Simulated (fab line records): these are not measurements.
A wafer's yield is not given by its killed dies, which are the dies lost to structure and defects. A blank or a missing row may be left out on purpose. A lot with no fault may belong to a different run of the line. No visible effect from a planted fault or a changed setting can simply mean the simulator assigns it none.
Problem report in the 8D (eight disciplines) form, filled by code -- flow berkeley-cmos170 -- the parts of the form that need people (team, actions taken, sign-off) are left out

## 1. WHAT WENT WRONG
At UCB170_M3_CD_MEAS_90, cd-nm averages 738 nm over 9 wafers from 3 lots, while fault-free wafers read 702 nm, standard deviation 4.4. Measured from the usual mean, that is +8.3 standard deviations.
The step: target cd 700 nm.
First observed at day 10 00:05: wafer L476.1, on cd-sem-02. The record holds 45 wafers of 15 lots with a number at this step. By rule, "out" or "out of limits" means more than 4 standard deviations away from the usual mean. Any other wafer with a number is counted as sound.

## 2. WHAT IT IS AND WHAT IT IS NOT
question,is,is not
which readings at this step,cd-nm,-
which lots,"L476, L480, L481","L465, L466, L467, L468, L469, L472, L473, L474, L475, L477, L485, L488"
which wafers of those lots,all that have a number,-
read on which gauges,"cd-sem-01, cd-sem-02",-
when,from day 10 00:05,"up to then (30 sound wafers); but 6 sound wafers of L485, L488 came after"

## 3. THE SUSPECTS, EACH WITH WHAT RULES IT OUT
Counting: a tool at any process step up to the reading remains a suspect when it ran all the lots that are out and ran no sound lot after the first of those.
- the gauge at UCB170_M3_CD_MEAS_90 is ruled out. Those wafers that are out were read across 2 gauges (cd-sem-01, cd-sem-02).
- plasma-asher-03 at UCB170_V1_STRIP_15 (strips in O2): kept. It processed each lot that is out, first L476 at day 9 15:12, and no sound lot thereafter; up to then, the last sound lot it processed was L466 at day 7 08:14.
- rie-metal-03 at UCB170_M3_METAL_ETCH_18 (etches Al in Cl2/BCl3, stops on SiO2, target depth 1170 nm, time 195 s): kept. It processed each lot that is out, first L476 at day 9 23:43, and no sound lot thereafter; up to then, the last sound lot it processed was L474 at day 9 21:51. Its own readings are out on those wafers: oes-product-au, run-length-s.
What counting leaves: plasma-asher-03 at UCB170_V1_STRIP_15 and rie-metal-03 at UCB170_M3_METAL_ETCH_18.

## 4. THE CAUSE (what the simulator had put in)
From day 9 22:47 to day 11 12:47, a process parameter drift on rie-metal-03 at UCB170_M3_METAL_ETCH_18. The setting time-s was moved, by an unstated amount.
Counting left 2 suspects, and this tool is among them.

## 5. SEQUENCE OF EFFECTS, ordered by route
Each row: a reading whose mean over the struck wafers that have a number lies more than 3 standard deviations from the usual. Only readings whose record carries a usual standard deviation are examined. hours: median over the lots of the time between each lot's start at the first step of this table that gives one and its start at this step. sigmas: the change, counted in usual standard deviations.
hours,step,reading,usual,on struck wafers,change,sigmas
0,UCB170_M3_METAL_ETCH_18,oes-product-au,0.857 a.u.,0.981,+0.124,+10
0,UCB170_M3_METAL_ETCH_18,run-length-s,223.4 s,81.1,-142.3,-99 or more
0,UCB170_M3_STRIP_19,oes-product-au,0.554 a.u.,0.725,+0.171,+6.6
0,UCB170_M3_CD_MEAS_90,cd-nm,702 nm,738,+36,+8.3
The process steps in it:
- UCB170_M3_METAL_ETCH_18: etches Al in Cl2/BCl3, stops on SiO2, target depth 1170 nm, time 195 s.
- UCB170_M3_STRIP_19: strips in O2.

## 6. WHAT WOULD HAVE CAUGHT IT SOONER
In this record the first reading out of limits at a measuring or inspecting step was taken at day 10 00:05, 1 hour after the fault began at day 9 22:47.
At UCB170_M3_METAL_ETCH_18, the tool's own readings (oes-product-au, run-length-s) were out on each struck wafer the step has a row for, so an alarm limit on them would have fired on the first such wafer.
L480, L481, from the lots that are out (3), started UCB170_M3_METAL_ETCH_18 on rie-metal-03 later than day 10 00:05. A hold on the tool at that time would have spared those 2.
